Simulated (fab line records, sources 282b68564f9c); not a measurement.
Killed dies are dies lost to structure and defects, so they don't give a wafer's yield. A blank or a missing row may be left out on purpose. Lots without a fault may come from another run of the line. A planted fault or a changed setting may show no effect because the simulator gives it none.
Which tool did it? | flow rit_cmos | 16 lots, 48 wafers sampled, at 2 steps of a route of 202

WHAT THE GAUGES READ, wafer by wafer
RIT_NWELL_OVL_MEAS_06.
lot  | measured    | on         | NWELL_OVL (nm)
L320 | day 1 22:51 | overlay-01 | -2.5 -1.0 -1.8
L321 | day 2 06:26 | overlay-02 | -2.7 -2.4 -1.3
L322 | day 2 10:04 | overlay-01 | 1.1 0.0 0.6
L323 | day 2 13:00 | overlay-02 | 0.2 -0.6 -2.0
L324 | day 2 17:32 | overlay-01 | 0.5 2.2 1.2
L325 | day 2 23:47 | overlay-01 | -0.6 -0.9 -0.6
L326 | day 3 02:23 | overlay-02 | 1.1 0.0 0.0
L328 | day 3 17:04 | overlay-02 | -180.6 -181.6 -181.3 -179.3 -180.7 -180.7
L330 | day 4 02:29 | overlay-01 | -180.7 -181.1 -178.9 -180.9 -180.1 -178.4
L331 | day 4 09:16 | overlay-02 | -181.2 -180.1 -178.9 -180.4 -179.4 -178.7
L332 | day 4 10:34 | overlay-02 | -179.3 -179.8 -181.3 -178.1 -179.6 -181.3
L334 | day 4 22:12 | overlay-02 | -1.8 0.2 -0.2
L338 | day 5 16:30 | overlay-01 | -0.8 -3.0 -1.2
L339 | day 5 20:10 | overlay-02 | 0.0 0.4 0.6
L340 | day 6 02:42 | overlay-02 | -0.4 -1.2 -0.9
L342 | day 6 15:19 | overlay-01 | -0.1 0.1 0.6

WHICH TOOL RAN EACH LOT (tool, then ch and the chambers of the sampled wafers, then the start)
lot  | RIT_NWELL_EXPOSE_03
L320 | iline_stepper-02 ch 0, day 1 22:27
L321 | iline_stepper-02 ch 0, day 2 06:01
L322 | iline_stepper-01 ch 0, day 2 09:38
L323 | iline_stepper-02 ch 0, day 2 12:34
L324 | iline_stepper-01 ch 0, day 2 17:07
L325 | iline_stepper-02 ch 0, day 2 23:22
L326 | iline_stepper-02 ch 0, day 3 01:58
L328 | iline_stepper-02 ch 0, day 3 16:40
L330 | iline_stepper-02 ch 0, day 4 02:03
L331 | iline_stepper-02 ch 0, day 4 08:51
L332 | iline_stepper-02 ch 0, day 4 10:08
L334 | iline_stepper-01 ch 0, day 4 21:47
L338 | iline_stepper-01 ch 0, day 5 16:04
L339 | iline_stepper-01 ch 0, day 5 19:44
L340 | iline_stepper-01 ch 0, day 6 02:16
L342 | iline_stepper-01 ch 0, day 6 14:53
- RIT_NWELL_EXPOSE_03: exposes mask M2, target cd 43900 nm.

WHAT THE TOOLS THEMSELVES READ (means of the sampled wafers that have a number; where no wafer has one, the mark that the record gives instead)
RIT_NWELL_EXPOSE_03.
lot  | tool             | exposure_dose_mJ_cm2
L320 | iline_stepper-02 | 250.02
L321 | iline_stepper-02 | 250.20
L322 | iline_stepper-01 | 250.33
L323 | iline_stepper-02 | 250.03
L324 | iline_stepper-01 | 250.49
L325 | iline_stepper-02 | 250.54
L326 | iline_stepper-02 | 250.20
L328 | iline_stepper-02 | 250.00
L330 | iline_stepper-02 | 249.85
L331 | iline_stepper-02 | 249.89
L332 | iline_stepper-02 | 250.16
L334 | iline_stepper-01 | 250.01
L338 | iline_stepper-01 | 250.08
L339 | iline_stepper-01 | 249.91
L340 | iline_stepper-01 | 249.98
L342 | iline_stepper-01 | 249.92

THE ANSWER, worked out from the rows above alone
Rule: what is usual is taken from the lots themselves. Put in order of their means at a reading, lots are off if they are a third of the lots or fewer, leave a main group of 4 or more, and stand apart from it by a gap of 3 or more times the standard deviation of the main group's means; of several such gaps the widest counts. A main group whose means are all the same, to the digits that the tables above print for the reading, isn't used. A lot without any number at a reading at which 4 lots or more have one is off too. The other lots that the step has rows for count as sound. The gauges are gone through in route order, then the tools' own readings, and for those a lot's mean is taken as printed above. The first step at which some lot is off is used, and at that step the reading that is off furthest; a lot without a number counts as furthest.
Off: L328, L330, L331, L332, at RIT_NWELL_OVL_MEAS_06 (NWELL_OVL). The main group: mean -0.5 nm, standard deviation 1.
A tool fits if, at a process step before that reading, it ran every lot that is off, and no sound lot after the first of them. The gauges at RIT_NWELL_OVL_MEAS_06 are tried like those tools. One fits: iline_stepper-02 at RIT_NWELL_EXPOSE_03. Its last sound lot is L326 (day 3 01:58), its first lot that is off L328 (day 3 16:40): a fault that began between those two fits.

WHAT THE SIMULATOR HAD PUT IN
Scanner matching overlay: iline_stepper-02, from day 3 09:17 on, at RIT_NWELL_EXPOSE_03. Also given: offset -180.
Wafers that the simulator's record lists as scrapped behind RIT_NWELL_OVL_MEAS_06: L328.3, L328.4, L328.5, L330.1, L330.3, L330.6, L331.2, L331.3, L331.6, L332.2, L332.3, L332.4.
Lots struck among those shown: L328, L330, L331, L332. The rule above found the same.
